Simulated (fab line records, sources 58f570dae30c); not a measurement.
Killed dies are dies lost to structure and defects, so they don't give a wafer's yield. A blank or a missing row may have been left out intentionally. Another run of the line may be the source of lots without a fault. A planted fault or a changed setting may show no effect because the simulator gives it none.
What tool caused it?    flow berkeley_cmos170    Sampling: 13 lots, 39 wafers, 3 of 331 route steps

== WHAT THE GAUGES SHOWED, per wafer ==
UCB170_NLDD_CD_MEAS_06 targets a cd of 1200 nm. Usual: cd_nm 1199.5 nm, standard deviation 1.3.
lot   measured      on         cd_nm (nm)            flag
L623  day 7 14:54   cd_sem-02  1201.8 1201.6 1201.3  
L625  day 8 06:30   cd_sem-02  1198.4 1198.0 1199.0  
L626  day 8 09:37   cd_sem-02  1199.5 1198.0 1198.0  
L629  day 8 21:46   cd_sem-02  1199.8 1201.5 1200.4  
L630  day 9 02:11   cd_sem-01  1198.4 1198.1 1197.6  
L632  day 9 10:47   cd_sem-02  1198.8 1199.0 1198.8  
L633  day 9 11:26   cd_sem-02  - - -                 OFF
L634  day 10 07:01  cd_sem-01  1199.8 1200.3 1198.9  
L640  day 11 08:32  cd_sem-02  1198.6 1199.1 1198.8  
L643  day 11 15:50  cd_sem-01  1199.9 1199.2 1201.0  
L644  day 11 17:01  cd_sem-01  1201.1 1198.7 1199.4  
L645  day 12 18:57  cd_sem-01  1201.4 1199.9 1199.6  
L646  day 12 19:11  cd_sem-02  1201.1 1201.1 1202.7  

UCB170_NLDD_TW_MEAS_11. Usual: NLDD_TW 2221, standard deviation 17.
lot   measured      on             NLDD_TW         flag
L623  day 7 15:27   film_metro-03  2199 2199 2193  
L625  day 8 07:03   film_metro-03  2208 2206 2206  
L626  day 8 10:10   film_metro-03  2207 2208 2213  
L629  day 8 22:20   film_metro-03  2206 2207 2206  
L630  day 9 02:44   film_metro-04  2211 2212 2224  
L632  day 9 11:20   film_metro-02  2226 2232 2246  
L633  day 9 11:59   film_metro-02  30 30 31        OFF
L634  day 10 07:34  film_metro-03  2198 2194 2197  
L640  day 11 09:05  film_metro-04  2219 2209 2219  
L643  day 11 16:23  film_metro-04  2223 2228 2223  
L644  day 11 17:34  film_metro-04  2222 2227 2228  
L645  day 12 19:29  film_metro-04  2217 2224 2223  
L646  day 12 19:44  film_metro-02  2218 2217 2235  

== EACH LOT AND THE TOOL THAT RAN IT (in order: tool; ch and the chambers of the sampled wafers; start) ==
lot   UCB170_NLDD_EXPOSE_03
L623  krf_scanner-02 ch 0, day 7 14:11
L625  krf_scanner-02 ch 0, day 8 06:06
L626  krf_scanner-01 ch 0, day 8 09:14
L629  krf_scanner-01 ch 0, day 8 21:21
L630  krf_scanner-02 ch 0, day 9 01:47
L632  krf_scanner-02 ch 0, day 9 10:01
L633  krf_scanner-01 ch 0, day 9 11:00
L634  krf_scanner-01 ch 0, day 10 05:44
L640  krf_scanner-02 ch 0, day 11 08:08
L643  krf_scanner-01 ch 0, day 11 14:24
L644  krf_scanner-01 ch 0, day 11 15:55
L645  krf_scanner-02 ch 0, day 12 18:21
L646  krf_scanner-01 ch 0, day 12 18:42
- UCB170_NLDD_EXPOSE_03: exposes mask NSELECT, target cd 1200 nm.

== AS READ BY THE TOOLS THEMSELVES (means over the sampled wafers that have a number; for cases with no such wafer, the mark the record gives instead) ==
The record holds no such reading with a usual standard deviation.

== THE ANSWER, worked out from the rows above alone ==
Rule: take the mean of a lot's wafers that have a number; if it is more than 3 standard deviations from the usual mean, the lot is off. Also off: a lot with no number at a reading for which 4 or more lots have one. All remaining lots with rows at the step are treated as sound. First the gauges in route order, then the tools' own readings, where a lot's mean is used as printed above. The first step at which some lot is off is used, and at that step the reading that is off furthest; a lot without a number counts as furthest.
Off at UCB170_NLDD_CD_MEAS_06 (cd_nm): L633. Without a number there: L633.
A tool fits if, at a process step before that reading, it ran every lot that is off, and no sound lot after the first of them. Not tried: the gauges at UCB170_NLDD_CD_MEAS_06; whatever is off there is also off at UCB170_NLDD_TW_MEAS_11, on other tools, and gauge error can't account for it. Of those tried, none fits.

== WHAT HAD BEEN PUT IN BY THE SIMULATOR ==
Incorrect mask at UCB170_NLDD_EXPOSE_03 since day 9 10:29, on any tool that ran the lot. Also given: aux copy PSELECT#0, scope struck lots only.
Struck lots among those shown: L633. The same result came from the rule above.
